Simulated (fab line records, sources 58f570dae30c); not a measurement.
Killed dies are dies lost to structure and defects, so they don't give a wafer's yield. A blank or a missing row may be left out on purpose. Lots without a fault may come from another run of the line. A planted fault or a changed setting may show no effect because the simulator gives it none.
Which tool did it? | flow berkeley_cmos170 | 14 lots, 42 wafers sampled, at 2 steps of a route of 331

WHAT THE GAUGES READ, wafer by wafer
UCB170_SPACER_THK_MEAS_01.
lot  | measured     | on            | SPACER_TEOS_THK (nm)
L320 | day 7 09:34  | film_metro-01 | 374 373 380
L319 | day 7 09:59  | film_metro-02 | 369 368 381
L323 | day 8 01:07  | film_metro-04 | 373 367 377
L322 | day 8 02:26  | film_metro-02 | 372 366 376
L324 | day 8 02:47  | film_metro-01 | 370 373 375
L321 | day 8 03:01  | film_metro-02 | 377 366 380
L326 | day 9 03:48  | film_metro-01 | 376 375 381
L325 | day 9 04:07  | film_metro-01 | 377 380 390
L329 | day 9 05:08  | film_metro-01 | 366 373 379
L333 | day 10 10:26 | film_metro-04 | 654 658 662 654 658 662
L334 | day 10 15:55 | film_metro-01 | 659 660 667 658 661 668
L340 | day 11 23:19 | film_metro-04 | 369 375 372
L341 | day 11 23:49 | film_metro-02 | 375 366 377
L342 | day 12 05:43 | film_metro-01 | 375 381 377

WHICH TOOL RAN EACH LOT (tool, then ch and the chambers of the sampled wafers, then the start)
lot  | UCB170_SPACER_CVD_00
L320 | pecvd-03 ch 0,1,2, day 7 09:30
L319 | pecvd-02 ch 0,1,2, day 7 09:57
L323 | pecvd-03 ch 0,1,2, day 8 01:04
L322 | pecvd-01 ch 0,1,2, day 8 02:24
L324 | pecvd-02 ch 1,2, day 8 02:44
L321 | pecvd-03 ch 1,2, day 8 02:58
L326 | pecvd-03 ch 0,1, day 9 03:45
L325 | pecvd-02 ch 0,1,2, day 9 04:04
L329 | pecvd-03 ch 1,2, day 9 05:06
L333 | pecvd-03 ch 0,2, day 10 10:23
L334 | pecvd-03 ch 0,1,2, day 10 15:52
L340 | pecvd-02 ch 0,1,2, day 11 23:15
L341 | pecvd-01 ch 0,1,2, day 11 23:46
L342 | pecvd-01 ch 0,1,2, day 12 05:41
- UCB170_SPACER_CVD_00: deposits SiO2 from TEOS/O2, target thk 376 nm, time 47 s.

WHAT THE TOOLS THEMSELVES READ (means of the sampled wafers that have a number; where no wafer has one, the mark that the record gives instead)
UCB170_SPACER_CVD_00.
lot  | tool     | heater_power_w (W)
L320 | pecvd-03 | 212
L319 | pecvd-02 | 299
L323 | pecvd-03 | 220
L322 | pecvd-01 | 307
L324 | pecvd-02 | 307
L321 | pecvd-03 | 224
L326 | pecvd-03 | 228
L325 | pecvd-02 | 318
L329 | pecvd-03 | 188
L333 | pecvd-03 | 232
L334 | pecvd-03 | 251
L340 | pecvd-02 | 317
L341 | pecvd-01 | 282
L342 | pecvd-01 | 287

THE ANSWER, worked out from the rows above alone
Rule: what is usual is taken from the lots themselves. Put in order of their means at a reading, lots are off if they are a third of the lots or fewer, leave a main group of 4 or more, and stand apart from it by a gap of 3 or more times the standard deviation of the main group's means; of several such gaps the widest counts. A main group whose means are all the same, to the digits that the tables above print for the reading, isn't used. A lot without any number at a reading at which 4 lots or more have one is off too. The other lots that the step has rows for count as sound. The gauges are gone through in route order, then the tools' own readings, and for those a lot's mean is taken as printed above. The first step at which some lot is off is used, and at that step the reading that is off furthest; a lot without a number counts as furthest.
Off: L333, L334, at UCB170_SPACER_THK_MEAS_01 (SPACER_TEOS_THK). The main group: mean 374 nm, standard deviation 3.1.
A tool fits if, at a process step before that reading, it ran every lot that is off, and no sound lot after the first of them. The gauges at UCB170_SPACER_THK_MEAS_01 are tried like those tools. One fits: pecvd-03 at UCB170_SPACER_CVD_00. Its last sound lot is L329 (day 9 05:06), its first lot that is off L333 (day 10 10:23): a fault that began between those two fits.

WHAT THE SIMULATOR HAD PUT IN
Process parameter drift: pecvd-03, from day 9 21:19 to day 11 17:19, at UCB170_SPACER_CVD_00. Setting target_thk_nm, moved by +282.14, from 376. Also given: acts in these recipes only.
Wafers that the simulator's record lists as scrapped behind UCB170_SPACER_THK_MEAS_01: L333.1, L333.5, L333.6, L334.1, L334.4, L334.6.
Lots struck among those shown: L333, L334. The rule above found the same.
